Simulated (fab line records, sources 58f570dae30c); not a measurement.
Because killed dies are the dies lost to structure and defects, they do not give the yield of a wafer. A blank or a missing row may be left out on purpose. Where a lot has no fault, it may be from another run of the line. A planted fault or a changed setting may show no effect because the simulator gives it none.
Which tool did it?	flow berkeley-cmos170	14 lots with 42 wafers sampled at 5 steps, on a route of 331 steps

WHAT THE GAUGES READ, wafer by wafer
UCB170_PFIELD_TW_MEAS_09.
lot	measured	on	PFIELD_TW
L902	day 4 18:33	film-metro-02	606 609 606
L904	day 5 04:30	film-metro-01	607 604 608
L903	day 5 04:40	film-metro-03	596 597 597
L905	day 5 17:20	film-metro-02	597 600 599
L906	day 5 17:28	film-metro-02	600 602 602
L907	day 6 05:11	film-metro-03	598 595 599
L908	day 6 08:17	film-metro-03	598 594 596
L912	day 6 16:31	film-metro-03	596 600 597
L911	day 6 16:46	film-metro-03	599 597 600
L913	day 7 08:22	film-metro-03	595 591 591
L916	day 7 08:44	film-metro-03	592 591 593
L919	day 7 21:43	film-metro-03	560 560 560
L917	day 7 21:48	film-metro-02	604 603 600
L921	day 8 12:23	film-metro-01	577 577 574

UCB170_SDANNEAL_RS_MEAS_03: measures by four-point-probe.
lot	measured	on	NSD_RS (ohm/sq)
L902	day 7 00:40	film-metro-04	37.05 36.97 37.17
L904	day 7 14:05	film-metro-02	37.09 37.14 37.15
L903	day 7 17:05	film-metro-04	37.40 37.20 37.22
L905	day 8 01:21	film-metro-01	37.14 37.16 37.05
L906	day 8 00:23	film-metro-02	37.08 37.11 37.07
L907	day 8 20:43	film-metro-02	37.02 37.11 37.05
L908	day 8 17:58	film-metro-01	37.06 37.00 37.03
L912	day 9 00:19	film-metro-01	37.08 37.15 37.09
L911	day 9 01:16	film-metro-01	37.10 37.10 36.99
L913	day 9 12:45	film-metro-02	37.20 37.08 37.20
L916	day 9 12:56	film-metro-01	36.94 36.97 36.97
L919	day 10 00:56	film-metro-02	37.05 37.08 37.07
L917	day 10 07:31	film-metro-01	36.98 36.91 37.06
L921	day 10 21:57	film-metro-02	37.02 37.13 37.08

WHICH TOOL RAN EACH LOT (tool, then ch and the chambers of the sampled wafers, then the start)
lot	UCB170_PFIELD_IMPLANT_07	UCB170_PFIELD_STRIP_08	UCB170_SDANNEAL_RTA_00
L902	implanter-04 ch 0, day 4 18:18	plasma-asher-04 ch 0,1, day 4 18:27	rtp-anneal-02 ch 0, day 7 00:26
L904	implanter-04 ch 0, day 5 04:16	plasma-asher-02 ch 0,1, day 5 04:23	rtp-anneal-02 ch 0, day 7 13:50
L903	implanter-02 ch 0, day 5 04:25	plasma-asher-04 ch 0,1, day 5 04:34	rtp-anneal-02 ch 0, day 7 16:50
L905	implanter-02 ch 0, day 5 17:05	plasma-asher-02 ch 0, day 5 17:13	rtp-anneal-02 ch 0, day 8 01:06
L906	implanter-03 ch 0, day 5 17:13	plasma-asher-01 ch 0,1, day 5 17:22	rtp-anneal-02 ch 0, day 8 00:08
L907	implanter-02 ch 0, day 6 04:56	plasma-asher-01 ch 0,1, day 6 05:05	rtp-anneal-02 ch 0, day 8 20:29
L908	implanter-02 ch 0, day 6 08:02	plasma-asher-04 ch 0,1, day 6 08:11	rtp-anneal-02 ch 0, day 8 17:43
L912	implanter-03 ch 0, day 6 16:17	plasma-asher-04 ch 0,1, day 6 16:25	rtp-anneal-01 ch 0, day 9 00:04
L911	implanter-02 ch 0, day 6 16:31	plasma-asher-02 ch 0,1, day 6 16:40	rtp-anneal-02 ch 0, day 9 01:01
L913	implanter-03 ch 0, day 7 08:08	plasma-asher-04 ch 0,1, day 7 08:16	rtp-anneal-02 ch 0, day 9 12:30
L916	implanter-04 ch 0, day 7 08:31	plasma-asher-04 ch 0,1, day 7 08:38	rtp-anneal-01 ch 0, day 9 12:41
L919	implanter-04 ch 0, day 7 21:30	plasma-asher-04 ch 0,1, day 7 21:38	rtp-anneal-02 ch 0, day 10 00:41
L917	implanter-03 ch 0, day 7 21:33	plasma-asher-02 ch 0,1, day 7 21:42	rtp-anneal-02 ch 0, day 10 07:17
L921	implanter-04 ch 0, day 8 12:08	plasma-asher-01 ch 0,1, day 8 12:17	rtp-anneal-02 ch 0, day 10 21:43
- UCB170_PFIELD_IMPLANT_07
- UCB170_PFIELD_STRIP_08: strips in O2.
- UCB170_SDANNEAL_RTA_00: time 10 s.

AS READ BY THE TOOLS THEMSELVES (means over the sampled wafers that have a number; for cases with no such wafer, the mark the record gives instead)
UCB170_PFIELD_IMPLANT_07.
lot	tool	dose-ions-cm2	faraday-current-uA
L902	implanter-04	1.9978e+13	63.8
L904	implanter-04	1.9995e+13	63.3
L903	implanter-02	1.9978e+13	63.8
L905	implanter-02	2.0004e+13	63.5
L906	implanter-03	1.9991e+13	64.4
L907	implanter-02	1.9994e+13	64.0
L908	implanter-02	2.0000e+13	64.1
L912	implanter-03	1.9999e+13	64.2
L911	implanter-02	2.0001e+13	63.7
L913	implanter-03	1.9991e+13	63.9
L916	implanter-04	1.9997e+13	63.3
L919	implanter-04	1.6956e+13	53.7
L917	implanter-03	1.9998e+13	64.1
L921	implanter-04	1.6926e+13	53.3

UCB170_PFIELD_STRIP_08.
lot	tool	drypump-motor-current-A (A)	oes-product-au (a.u.)	strip-time-to-endpoint-s (s)
L902	plasma-asher-04	5.5	0.735	21.60
L904	plasma-asher-02	6.0	0.733	21.66
L903	plasma-asher-04	5.8	0.738	21.70
L905	plasma-asher-02	6.0	0.737	21.71
L906	plasma-asher-01	5.8	0.735	21.52
L907	plasma-asher-01	5.7	0.738	21.63
L908	plasma-asher-04	5.8	0.728	21.69
L912	plasma-asher-04	5.6	0.732	21.68
L911	plasma-asher-02	6.0	0.737	21.73
L913	plasma-asher-04	5.8	0.732	21.61
L916	plasma-asher-04	5.8	0.729	21.62
L919	plasma-asher-04	5.5	0.736	21.52
L917	plasma-asher-02	6.0	0.733	21.52
L921	plasma-asher-01	6.1	0.736	21.61

UCB170_SDANNEAL_RTA_00.
lot	tool	chamber-o2-ppm	lamp-power-pct (%)	wafer_temp_C_max
L902	rtp-anneal-02	1.984	19.7	905.7
L904	rtp-anneal-02	2.013	19.7	906.0
L903	rtp-anneal-02	1.990	19.7	906.2
L905	rtp-anneal-02	2.001	19.7	906.8
L906	rtp-anneal-02	2.003	19.7	906.0
L907	rtp-anneal-02	2.007	19.7	905.4
L908	rtp-anneal-02	1.997	19.7	906.3
L912	rtp-anneal-01	2.004	22.5	905.7
L911	rtp-anneal-02	1.978	19.7	906.2
L913	rtp-anneal-02	1.985	19.7	905.5
L916	rtp-anneal-01	2.002	22.5	906.5
L919	rtp-anneal-02	2.012	19.7	906.3
L917	rtp-anneal-02	2.004	19.7	906.6
L921	rtp-anneal-02	1.996	19.7	906.5

THE ANSWER, worked out from the rows above alone
Rule: the lots themselves supply what counts as usual. Put in order of their means at a reading, lots are off if they are a third of the lots or fewer, leave a main group of 4 or more, and stand apart from it by a gap of 3 or more times the standard deviation of the main group's means; of several such gaps the widest counts. Not used: any main group whose means are identical at the precision the tables above print for the reading. A lot without any number at a reading at which 4 lots or more have one is off too. The other lots that the step has rows for count as sound. Order of review: gauges by route order, followed by the tools' own readings, for which a lot's mean as printed above is used. At the first step where some lot is off, the reading lying furthest off is the one used; lots without a number count as furthest.
Off: L919, L921, at UCB170_PFIELD_TW_MEAS_09 (PFIELD_TW). Main group: mean 599, sd 4.5.
A tool fits if, at a process step before that reading, it ran every lot that is off, and no sound lot after the first of them. The gauges at UCB170_PFIELD_TW_MEAS_09 aren't tried: what is off there is off at UCB170_PFIELD_IMPLANT_07 too, on other tools, and a gauge's error can't cause that. One fits: implanter-04 at UCB170_PFIELD_IMPLANT_07. A fault onset in the window from L916 (day 7 08:31, its last sound lot) to L919 (day 7 21:30, its first lot off) fits.
The tool's own readings at UCB170_PFIELD_IMPLANT_07 bear it out: on the lots that are off they differ by more than 5 times the standard deviation of the sound lots' means. dose-ions-cm2 reads 1.6941e+13 there against 1.9994e+13 on the sound lots; faraday-current-uA reads 53.5 there against 63.8 on the sound lots.

WHAT HAD BEEN PUT IN BY THE SIMULATOR
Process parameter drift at UCB170_PFIELD_IMPLANT_07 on implanter-04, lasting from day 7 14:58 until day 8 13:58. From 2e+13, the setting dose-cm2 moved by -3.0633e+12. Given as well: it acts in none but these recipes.
Struck lots among those shown: L919, L921. The rule above found the same.
